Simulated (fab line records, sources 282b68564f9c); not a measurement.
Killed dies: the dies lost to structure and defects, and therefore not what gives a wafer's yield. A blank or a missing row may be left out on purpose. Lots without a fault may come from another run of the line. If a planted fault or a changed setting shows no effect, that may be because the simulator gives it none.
Struck lot and sound lot, side by side ; flow rit-cmos ; 16 out of 202 route steps
Sound: wafers L940.1, L940.2, L940.6. Struck: wafers L948.1, L948.2, L948.5. Last of all comes the cause.
Each step with rows lists, per side, the tool, then ch with its chambers, then its first start. Under that, the readings that differ: sound wafers ; struck wafers ; difference of the means ; sigmas: that difference in standard deviations of wafers without a fault.
alike: words and numbers the same on both sides, and readings whose means are apart by under 2 such deviations; not compared: readings that were withheld, readings missing a value for some wafer, numbers with overlapping values and no deviation given by the record, and bounds like >300 which may hide the same value.
The two part at a step that has a row with sigmas, a row that says differs or no value, or rows on one side only. Numbers that have no deviation but don't overlap get no sigmas and don't part them. A reading that every wafer of one side lacks parts them only if that side has two wafers or more.

RIT_SILICIDE_RTA_06: time 10 s, ramp up 5 s, ramp down 10 s.
  sound on rtp-anneal-01 ch 0, day 3 02:45; struck on rtp-anneal-01 ch 0, day 4 19:04
  alike: wafer_temp_C_max
RIT_CONTACT_CVD_00: deposits SiO2 from TEOS, target thk 400 nm, time 61 s.
  sound on pecvd-03 ch 0,2, day 3 02:49; struck on pecvd-02 ch 0,1,2, day 4 19:08
  alike: heater-power-w
RIT_CONTACT_THK_MEAS_01:
  struck on film-metro-03, day 4 19:11; sound on film-metro-02, day 3 02:52
  alike: CONTACT_TEOS_THK
then, 6 steps without rows for these wafers: RIT_CONTACT_HMDS_02 (prime time 60 s); RIT_CONTACT_COAT_03 (resist thk 1000 nm); RIT_CONTACT_SOFTBAKE_04 (time 60 s); RIT_CONTACT_EXPOSE_05 (exposes mask M11, target cd 1000 nm); RIT_CONTACT_PEB_06; RIT_CONTACT_DEVELOP_07 (develop time 120 s).
RIT_CONTACT_CD_MEAS_08 targets a cd of 1000 nm.
  struck on cd-sem-02, day 4 20:13; sound on cd-sem-02, day 3 03:53
  alike: cd-nm
RIT_CONTACT_OVL_MEAS_09:
  struck on overlay-01, day 4 20:20; sound on overlay-02, day 3 04:01
  alike: CONTACT_OVL
then, 1 step without rows for these wafers: RIT_CONTACT_HARDBAKE_10 (time 60 s).
RIT_CONTACT_ETCH_11: etches SiO2 in CHF3/CF4/Ar, stops on TiSi2, target depth 480 nm, time 320 s.
  sound on rie-diel-02 ch 0,1,3, day 3 04:12; struck on rie-diel-02 ch 2,3, day 4 20:31
  no value came back on the struck wafers for any of 7 readings (CHF3_flow_sccm (sccm), O2_flow_sccm (sccm) and others); on the sound wafers CHF3_flow_sccm (sccm) reads 49.91 49.83 49.87
reading;sound;struck;difference;sigmas
model.NOVOLAK_of_CONTACT_COAT_03.thk-nm (nm);771.8 770.5 769.9;881.2 881.3 882.1;+110.8;
  not compared: rf-hours-counter-h
RIT_CONTACT_STRIP_12: strips in O2, time 180 s.
  sound on plasma-asher-02 ch 0,1, day 3 04:23; struck on plasma-asher-01 ch 0,1, day 4 20:43
  alike: chamber-pressure-mTorr, drypump-motor-current-A, o2-flow-sccm
  not compared: rf-hours-counter-h
RIT_CONTACT_CD_MEAS_90 targets a cd of 1000 nm.
  struck on cd-sem-01, day 4 20:53; sound on cd-sem-02, day 3 04:34
reading;sound;struck;difference;sigmas
cd-nm (nm);995.7 998.8 999.0;- - -;no value on the struck wafers;
then, 1 step without rows for these wafers: RIT_CONTACT_CLEAN_13 (cleans in SC1, time 600 s).

WHERE THEY PART
Earliest at RIT_CONTACT_ETCH_11; latest, in this record, at RIT_CONTACT_CD_MEAS_90.

WHY: what had been put in by the simulator
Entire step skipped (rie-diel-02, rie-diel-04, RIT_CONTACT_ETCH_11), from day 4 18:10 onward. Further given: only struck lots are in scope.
